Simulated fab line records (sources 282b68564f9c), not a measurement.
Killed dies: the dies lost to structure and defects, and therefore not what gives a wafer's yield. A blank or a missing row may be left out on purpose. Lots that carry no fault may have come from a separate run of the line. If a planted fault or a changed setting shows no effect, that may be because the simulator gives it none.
A struck lot beside a sound one -- flow rit_cmos -- 16 out of 202 route steps
Sound: these wafers, L323.4, L323.5, L323.6. Wafers L335.2, L335.5, L335.6 were the ones struck. Last of all comes the cause.
For every step that has rows: the tool of each side, followed by ch and its chambers, followed by its first start. Under that, the readings that differ: sound wafers -- struck wafers -- difference of the means -- sigmas: that difference in standard deviations of wafers without a fault.
alike: words and numbers the same on both sides, and readings whose means are apart by under 2 such deviations; not compared: readings that were withheld, readings missing a value for some wafer, numbers with overlapping values and no deviation given by the record, and bounds like >300 which may hide the same value.
The two part at a step that has a row with sigmas, a row that says differs or no value, or rows on one side only. When numbers do not overlap yet have no deviation, they are printed without sigmas and do not part them. A reading that every wafer of one side lacks parts them only if that side has two wafers or more.

RIT_ACTIVE_BOW_MEAS_00:
  sound on film_metro-02, day 2 16:04; struck on film_metro-03, day 5 04:01
  alike: INCOMING_BOW
then, 1 step without rows for these wafers: RIT_ACTIVE_OXIDATION_01 (target thk 46.8 nm, ox time 3360 s).
RIT_ACTIVE_THK_MEAS_02:
  sound on film_metro-02, day 2 18:05; struck on film_metro-02, day 5 06:04
  alike: ACTIVE_OXIDE_THK
then, 1 step without rows for these wafers: RIT_ACTIVE_CVD_03 (deposits Si3N4 from SiH2Cl2/NH3, target thk 150 nm, time 1500 s).
RIT_ACTIVE_THK_MEAS_04:
  sound on film_metro-03, day 2 19:34; struck on film_metro-03, day 5 07:32
  alike: ACTIVE_NITRIDE_THK
then, 1 step without rows for these wafers: RIT_ACTIVE_HMDS_05 (prime time 60 s).
RIT_ACTIVE_COAT_06: resist thk 1000 nm.
  sound on litho_track-04 ch 0, day 2 19:49; struck on litho_track-01 ch 0, day 5 07:53
reading,sound,struck,difference,sigmas
model.NOVOLAK_of_ACTIVE_COAT_06.thk_nm (nm),996.7 996 996.7,475.8 475.4 476.2,-520.7,
then, 3 steps without rows for these wafers: RIT_ACTIVE_SOFTBAKE_07 (time 60 s); RIT_ACTIVE_EXPOSE_08 (exposes mask M1, target cd 1400 nm); RIT_ACTIVE_PEB_09.
RIT_ACTIVE_DEVELOP_10: develop time 50 s.
  sound: litho_track-02 ch 0; struck: litho_track-02 ch 0
reading,sound,struck,difference,sigmas
model.ACTIVE.cd_nm (nm),1400 1399 1399,1330 1332 1331,-68,
RIT_ACTIVE_CD_MEAS_11: the cd target is 1400 nm.
  sound on cd_sem-01, day 2 20:37; struck on cd_sem-02, day 5 08:46
reading,sound,struck,difference,sigmas
cd_nm (nm),1400.7 1398.4 1399.0,1330.1 1332.6 1331.0,-68.1,-30
then, 1 step without rows for these wafers: RIT_ACTIVE_HARDBAKE_12 (time 60 s).
RIT_ACTIVE_ETCH_13: etches Si3N4 in SF6, stops on SiO2, time 210 s, target depth 210 nm.
  sound on rie_diel-04 ch 0,3, day 2 20:50; struck on rie_diel-04 ch 0,3, day 5 09:01
reading,sound,struck,difference,sigmas
model.NOVOLAK_of_ACTIVE_COAT_06.thk_nm (nm),651.1 640.2 651.3,195.3 183.6 195.1,-456.2,
model.ACTIVE.cd_nm (nm),1400 1399 1399,1330 1332 1331,-68,
  alike: drypump_motor_current_A, oes_product_au, throttle_valve_pct
  not compared: rf_hours_counter_h
RIT_ACTIVE_STRIP_14: strips in O2, time 180 s.
  sound on plasma_asher-03 ch 0,1, day 2 21:02; struck on plasma_asher-02 ch 0,1, day 5 09:09
  alike: drypump_motor_current_A
  not compared: rf_hours_counter_h
RIT_M1_PROBE_99:
  sound on prober-01, day 4 16:23; struck on prober-01, day 7 03:16
reading,sound,struck,difference,sigmas
model.etest.pplus_sal.width_nm (nm),3446 3436 3442,3339 3347 3365,-91,
model.etest.nplus_sal.width_nm (nm),3443 3431 3441,3370 3336 3351,-86,
model.etest.pldd.width_nm (nm),3153 3159 3159,3063 3080 3070,-86,
model.etest.nldd.width_nm (nm),3179 3164 3159,3071 3069 3060,-101,
model.etest.nmos_narrow.drive_ua_um,223.5 225.3 219.4,209.6 211.4 208.6,-12.9,
model.etest.pmos_narrow.drive_ua_um,101 102.1 99.07,95.19 97.56 95.22,-4.73,
  alike: killed_at_contacts, killed_at_front_end, killed_dies, killed_open, killed_short
  not compared: model.etest.field_p.vt_v

== WHERE THEY PART ==
Only at RIT_ACTIVE_CD_MEAS_11, within this record. Later steps at which nothing parts them and some readings are alike: RIT_ACTIVE_ETCH_13, RIT_ACTIVE_STRIP_14, RIT_M1_PROBE_99.

WHY: whatever the simulator had introduced
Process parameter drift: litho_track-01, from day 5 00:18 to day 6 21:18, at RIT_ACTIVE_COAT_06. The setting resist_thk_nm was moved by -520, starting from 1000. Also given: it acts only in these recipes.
